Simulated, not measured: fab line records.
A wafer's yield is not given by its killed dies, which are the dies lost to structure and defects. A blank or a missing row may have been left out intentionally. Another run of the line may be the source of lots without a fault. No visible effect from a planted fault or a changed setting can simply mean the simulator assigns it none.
Which tool is to blame? / flow berkeley_cmos170 / 14 lots, 42 wafers sampled, at 2 steps of a route of 331

WHAT THE GAUGES SHOWED, per wafer
UCB170_PWELL_TW_MEAS_17.
lot=L526; measured=day 3 12:15; on=film_metro-02; PWELL_TW=384 384 385
lot=L525; measured=day 3 12:31; on=film_metro-01; PWELL_TW=378 378 377
lot=L528; measured=day 3 16:01; on=film_metro-03; PWELL_TW=376 377 378
lot=L530; measured=day 4 03:59; on=film_metro-03; PWELL_TW=378 380 380
lot=L529; measured=day 4 04:32; on=film_metro-03; PWELL_TW=378 379 380
lot=L533; measured=day 4 20:49; on=film_metro-01; PWELL_TW=373 374 372
lot=L535; measured=day 5 06:59; on=film_metro-01; PWELL_TW=377 376 375
lot=L534; measured=day 5 07:05; on=film_metro-03; PWELL_TW=363 366 362
lot=L536; measured=day 6 01:04; on=film_metro-01; PWELL_TW=363 363 362
lot=L543; measured=day 7 09:50; on=film_metro-03; PWELL_TW=374 375 376
lot=L544; measured=day 7 23:28; on=film_metro-01; PWELL_TW=377 378 377
lot=L546; measured=day 8 05:05; on=film_metro-01; PWELL_TW=373 373 373
lot=L548; measured=day 8 05:12; on=film_metro-03; PWELL_TW=378 376 380
lot=L547; measured=day 8 05:20; on=film_metro-02; PWELL_TW=382 383 383

WHICH TOOL RAN EACH LOT (tool, then ch and the chambers of the sampled wafers, then the start)
lot=L526; UCB170_PWELL_IMPLANT_15=implanter-03 ch 0, day 3 12:01
lot=L525; UCB170_PWELL_IMPLANT_15=implanter-04 ch 0, day 3 12:17
lot=L528; UCB170_PWELL_IMPLANT_15=implanter-01 ch 0, day 3 15:46
lot=L530; UCB170_PWELL_IMPLANT_15=implanter-03 ch 0, day 4 03:44
lot=L529; UCB170_PWELL_IMPLANT_15=implanter-01 ch 0, day 4 04:17
lot=L533; UCB170_PWELL_IMPLANT_15=implanter-03 ch 0, day 4 20:34
lot=L535; UCB170_PWELL_IMPLANT_15=implanter-04 ch 0, day 5 06:46
lot=L534; UCB170_PWELL_IMPLANT_15=implanter-03 ch 0, day 5 06:50
lot=L536; UCB170_PWELL_IMPLANT_15=implanter-03 ch 0, day 6 00:50
lot=L543; UCB170_PWELL_IMPLANT_15=implanter-01 ch 0, day 7 09:35
lot=L544; UCB170_PWELL_IMPLANT_15=implanter-01 ch 0, day 7 23:14
lot=L546; UCB170_PWELL_IMPLANT_15=implanter-04 ch 0, day 8 04:50
lot=L548; UCB170_PWELL_IMPLANT_15=implanter-01 ch 0, day 8 04:57
lot=L547; UCB170_PWELL_IMPLANT_15=implanter-04 ch 0, day 8 05:08
- UCB170_PWELL_IMPLANT_15

WHAT THE TOOLS THEMSELVES READ (means of the sampled wafers that have a number; where no wafer has one, the mark that the record gives instead)
UCB170_PWELL_IMPLANT_15.
lot=L526; tool=implanter-03; beam_energy_keV=59.996; beam_on_s (s)=10.15; dose_ions_cm2=5e+12; faraday_current_uA=15.6
lot=L525; tool=implanter-04; beam_energy_keV=59.994; beam_on_s (s)=9.98; dose_ions_cm2=5e+12; faraday_current_uA=15.9
lot=L528; tool=implanter-01; beam_energy_keV=59.975; beam_on_s (s)=9.91; dose_ions_cm2=5e+12; faraday_current_uA=16.0
lot=L530; tool=implanter-03; beam_energy_keV=60.002; beam_on_s (s)=10.04; dose_ions_cm2=5e+12; faraday_current_uA=15.8
lot=L529; tool=implanter-01; beam_energy_keV=60.010; beam_on_s (s)=9.93; dose_ions_cm2=5e+12; faraday_current_uA=16.0
lot=L533; tool=implanter-03; beam_energy_keV=60.001; beam_on_s (s)=10.03; dose_ions_cm2=5e+12; faraday_current_uA=15.8
lot=L535; tool=implanter-04; beam_energy_keV=59.984; beam_on_s (s)=9.88; dose_ions_cm2=5e+12; faraday_current_uA=16.0
lot=L534; tool=implanter-03; beam_energy_keV=60.010; beam_on_s (s)=10.03; dose_ions_cm2=4e+12; faraday_current_uA=14.0
lot=L536; tool=implanter-03; beam_energy_keV=59.988; beam_on_s (s)=10.08; dose_ions_cm2=4e+12; faraday_current_uA=13.9
lot=L543; tool=implanter-01; beam_energy_keV=60.010; beam_on_s (s)=10.17; dose_ions_cm2=5e+12; faraday_current_uA=15.6
lot=L544; tool=implanter-01; beam_energy_keV=59.999; beam_on_s (s)=10.02; dose_ions_cm2=5e+12; faraday_current_uA=15.8
lot=L546; tool=implanter-04; beam_energy_keV=60.006; beam_on_s (s)=9.77; dose_ions_cm2=5e+12; faraday_current_uA=16.2
lot=L548; tool=implanter-01; beam_energy_keV=59.983; beam_on_s (s)=10.14; dose_ions_cm2=5e+12; faraday_current_uA=15.7
lot=L547; tool=implanter-04; beam_energy_keV=60.018; beam_on_s (s)=9.95; dose_ions_cm2=5e+12; faraday_current_uA=15.9

THE ANSWER, worked out from the rows above alone
Rule: the usual values come from the lots themselves. The widest of any qualifying gaps counts: lots, ordered by their means at a reading, are off when they make up no more than a third of the lots, leave a main group of 4 or more, and stand apart from it by 3 or more times the standard deviation of that group's means. A main group whose means are all the same, to the digits that the tables above print for the reading, isn't used. A lot without any number at a reading at which 4 lots or more have one is off too. The other lots that the step has rows for count as sound. First the gauges in route order, then the tools' own readings, where a lot's mean is used as printed above. The first step at which some lot is off is used, and at that step the reading that is off furthest; a lot without a number counts as furthest.
Off, at UCB170_PWELL_IMPLANT_15 on faraday_current_uA: L534, L536. For the main group the mean is 15.9 and the standard deviation 0.17.
A tool fits if, at that step or a process step before it, it ran every lot that is off, and no sound lot after the first of them. One fits: UCB170_PWELL_IMPLANT_15 on implanter-03. Its last sound lot is L533 (day 4 20:34), its first lot that is off L534 (day 5 06:50): a fault that began between those two fits.
The tool's own readings at UCB170_PWELL_IMPLANT_15 bear it out: on the lots that are off they differ by more than 5 times the standard deviation of the sound lots' means. dose_ions_cm2 reads 4e+12 there against 5e+12 on the sound lots; faraday_current_uA reads 13.9 there against 15.9 on the sound lots.

WHAT THE SIMULATOR PUT IN
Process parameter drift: implanter-03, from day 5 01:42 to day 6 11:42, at UCB170_PWELL_IMPLANT_15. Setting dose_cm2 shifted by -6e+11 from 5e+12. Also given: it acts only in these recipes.
Lots struck among those shown: L534, L536. The rule above found the same.
